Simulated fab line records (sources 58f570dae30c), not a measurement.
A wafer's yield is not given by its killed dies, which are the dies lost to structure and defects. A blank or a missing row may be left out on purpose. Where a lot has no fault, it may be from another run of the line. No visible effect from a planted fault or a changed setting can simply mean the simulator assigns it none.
2 desks, one fault -- flow berkeleyCmos170 -- what lay behind the numbers comes last; until then each desk has only its own

## THE METROLOGY DESK
Lot by lot, what the gauges showed, no matter which tool ran the lot: averages of those sampled wafers that carry a number. Marked OUT: a lot whose mean sits more than 4 standard deviations from the usual mean, which makes it out of limits; the brackets give that distance.
Columns: A = PLDD_RS at UCB170_SDANNEAL_RS_MEAS_04, usual 1032.8 ohm/sq
lot,first seen here,A
L889,day 8 06:14,1031.7
L890,day 8 06:56,1031.6
L893,day 8 21:17,1033.4
L891,day 8 21:58,1029.2
L894,day 9 08:49,1033.6
L897,day 9 09:30,1031.3
L896,day 9 10:34,1027.8
L901,day 10 13:01,1035.7
L908,day 12 08:01,1031.9
L907,day 12 08:16,1030.9
L910,day 12 08:29,1036.3
L911,day 13 04:46,1031.0
This desk's verdict: no lot among the 12 shows anything out of limits.

## DESK OF THE TOOL OWNER: implanter-04
For each lot that ran on this tool, the mean over its sampled wafers that have a number, from the tool's own readings at UCB170_PLDD_IMPLANT_08. Marked OUT: a lot whose mean sits more than 4 standard deviations from the usual mean, which makes it out of limits; the brackets give that distance.
Columns: A = tiltDeg at UCB170_PLDD_IMPLANT_08, usual 7.000 degrees
lot,first seen here,A
L891,day 8 07:36,6.996
L894,day 8 15:17,6.998
L897,day 8 21:48,7.017
L901,day 9 22:01,6.981
L904,day 10 14:56,7.996 (+50) OUT
L905,day 11 02:26,7.984 (+49) OUT
This desk finds L904, L905 out of limits, L904 being first, at day 10 14:56 (tiltDeg at UCB170_PLDD_IMPLANT_08). L891, L894, L897, L901 stayed within limits.

## TAKEN TOGETHER
An alarm could have come from the tool owner's desk at day 10 14:56, on L904, L905.
At the metrology desk, nothing out of limits was observed.
The metrology desk has no number on record for L904, L905.
Of the lots named, all ran UCB170_PLDD_IMPLANT_08 on implanter-04.

## WHAT THE SIMULATOR HAD INSERTED
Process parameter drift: implanter-04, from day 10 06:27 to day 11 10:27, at UCB170_PLDD_IMPLANT_08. From 7, the setting tiltDeg moved by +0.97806. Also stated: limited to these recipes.
Struck lots among those shown: L904, L905.
How many hours passed from the start of the fault until each desk's first out-of-limits reading: the tool owner's desk, 8.
